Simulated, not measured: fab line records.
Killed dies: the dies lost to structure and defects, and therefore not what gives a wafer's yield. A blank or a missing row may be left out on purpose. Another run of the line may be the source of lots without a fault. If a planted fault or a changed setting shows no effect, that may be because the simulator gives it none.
The tool behind it: which one? / flow berkeley_cmos170 / 6 lots, 18 wafers sampled, at 3 steps of a route of 331

== WHAT THE GAUGES READ, wafer by wafer ==
UCB170_V2_CD_MEAS_12: target cd 700 nm.
lot=L166; measured=day 9 00:22; on=cd_sem-02; cd_nm (nm)=699.4 701.0 699.3
lot=L167; measured=day 9 15:56; on=cd_sem-02; cd_nm (nm)=698.7 698.8 698.5
lot=L170; measured=day 10 08:11; on=cd_sem-01; cd_nm (nm)=700.0 699.2 700.3
lot=L173; measured=day 11 02:05; on=cd_sem-02; cd_nm (nm)=702.0 701.7 701.0
lot=L176; measured=day 11 21:33; on=cd_sem-01; cd_nm (nm)=699.4 700.4 700.6
lot=L183; measured=day 13 22:44; on=cd_sem-02; cd_nm (nm)=702.5 702.3 702.1

== WHICH TOOL RAN EACH LOT (tool, then ch and the chambers of the sampled wafers, then the start) ==
lot=L166; UCB170_GATE_ETCH_15=rie_si-02 ch 0,1,3, day 7 11:52; UCB170_NSD_STRIP_09=plasma_asher-02 ch 0,1, day 8 06:48
lot=L167; UCB170_GATE_ETCH_15=rie_si-02 ch 0,1, day 8 02:31; UCB170_NSD_STRIP_09=plasma_asher-01 ch 1, day 8 20:08
lot=L170; UCB170_GATE_ETCH_15=rie_si-02 ch 2,3, day 8 18:02; UCB170_NSD_STRIP_09=plasma_asher-03 ch 0,1, day 9 11:18
lot=L173; UCB170_GATE_ETCH_15=rie_si-01 ch 1,2,3, day 9 13:11; UCB170_NSD_STRIP_09=plasma_asher-01 ch 0,1, day 10 08:24
lot=L176; UCB170_GATE_ETCH_15=rie_si-01 ch 0,2,3, day 10 09:35; UCB170_NSD_STRIP_09=plasma_asher-01 ch 0, day 11 01:29
lot=L183; UCB170_GATE_ETCH_15=rie_si-01 ch 0,3, day 11 19:38; UCB170_NSD_STRIP_09=plasma_asher-01 ch 0,1, day 12 07:01
- UCB170_GATE_ETCH_15: etches poly-Si in HBr/Cl2, stops on SiO2, time 56.3 s, target depth 278.2 nm.
- UCB170_NSD_STRIP_09: strips in O2.

== THE ANSWER, worked out from the rows above alone ==
Rule: the lots themselves supply what counts as usual. The widest of any qualifying gaps counts: lots, ordered by their means at a reading, are off when they make up no more than a third of the lots, leave a main group of 4 or more, and stand apart from it by 3 or more times the standard deviation of that group's means. A main group whose means are all the same, to the digits that the tables above print for the reading, isn't used. A lot without any number at a reading at which 4 lots or more have one is off too. Any other lot the step has rows for is counted as sound.
Across all readings shown, no lot is off: no conclusion can be drawn from this.

== WHAT THE SIMULATOR HAD INSERTED ==
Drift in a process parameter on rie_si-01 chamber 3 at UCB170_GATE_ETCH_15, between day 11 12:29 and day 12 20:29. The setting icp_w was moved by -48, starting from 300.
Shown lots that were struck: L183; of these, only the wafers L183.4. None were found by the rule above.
